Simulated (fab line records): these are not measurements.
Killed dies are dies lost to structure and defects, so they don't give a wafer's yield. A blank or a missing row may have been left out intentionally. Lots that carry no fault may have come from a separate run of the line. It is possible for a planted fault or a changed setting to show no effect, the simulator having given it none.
What tool caused it? | flow berkeley cmos170 | Sampling: 6 lots, 18 wafers, 4 of 331 route steps

WHAT EACH GAUGE READ, for each wafer
UCB170_M3_OVL_MEAS_16.
lot  | measured     | on         | M3_OVL (nm)
L886 | day 9 05:50  | overlay-02 | 11 10 6
L887 | day 9 10:26  | overlay-02 | 0 -5 1
L892 | day 10 02:11 | overlay-02 | 4 0 4
L893 | day 10 01:31 | overlay-02 | 11 7 4
L896 | day 10 16:05 | overlay-01 | 5 12 4
L900 | day 11 16:44 | overlay-01 | -1 -6 -3

TOOL THAT RAN EACH LOT (tool first, then ch and the chambers of the sampled wafers, then the start)
lot  | UCB170_NWELL_ETCH_13              | UCB170_NVT_STRIP_08                 | UCB170_M3_SPUTTER_01
L886 | rie diel-02 ch 2,3, day 2 22:31   | plasma asher-03 ch 0,1, day 7 00:49 | pvd sputter-04, day 9 03:17
L887 | rie diel-04 ch 0,2,3, day 3 02:39 | plasma asher-02 ch 0,1, day 7 00:01 | pvd sputter-01, day 9 07:17
L892 | rie diel-04 ch 1,2, day 3 21:26   | plasma asher-03 ch 0,1, day 7 22:29 | pvd sputter-02, day 9 23:49
L893 | rie diel-03 ch 0,1,3, day 4 04:16 | plasma asher-04 ch 0,1, day 7 22:04 | pvd sputter-01, day 9 22:58
L896 | rie diel-02 ch 2,3, day 4 12:50   | plasma asher-02 ch 0,1, day 8 07:59 | pvd sputter-01, day 10 13:06
L900 | rie diel-04 ch 0,1,3, day 5 17:11 | plasma asher-02 ch 0,1, day 9 03:26 | pvd sputter-01, day 11 14:38
- UCB170_NWELL_ETCH_13: etches Si3N4 in CH3F/Ar/O2, stops on SiO2, target depth 246.4 nm, time 154 s.
- UCB170_NVT_STRIP_08: strips in O2.
- UCB170_M3_SPUTTER_01: material Al, target thk 900 nm, time 120 s.

THE ANSWER, worked out from the rows above alone
Rule: what is usual is taken from the lots themselves. Put in order of their means at a reading, lots are off if they are a third of the lots or fewer, leave a main group of 4 or more, and stand apart from it by a gap of 3 or more times the standard deviation of the main group's means; of several such gaps the widest counts. A main group whose means are all the same, to the digits that the tables above print for the reading, isn't used. Also off: a lot with no number at a reading for which 4 or more lots have one. Where the step has rows for the other lots, those lots are counted as sound.
None of the lots is off at any reading shown; this tells nothing.

WHAT WAS PUT IN BY THE SIMULATOR
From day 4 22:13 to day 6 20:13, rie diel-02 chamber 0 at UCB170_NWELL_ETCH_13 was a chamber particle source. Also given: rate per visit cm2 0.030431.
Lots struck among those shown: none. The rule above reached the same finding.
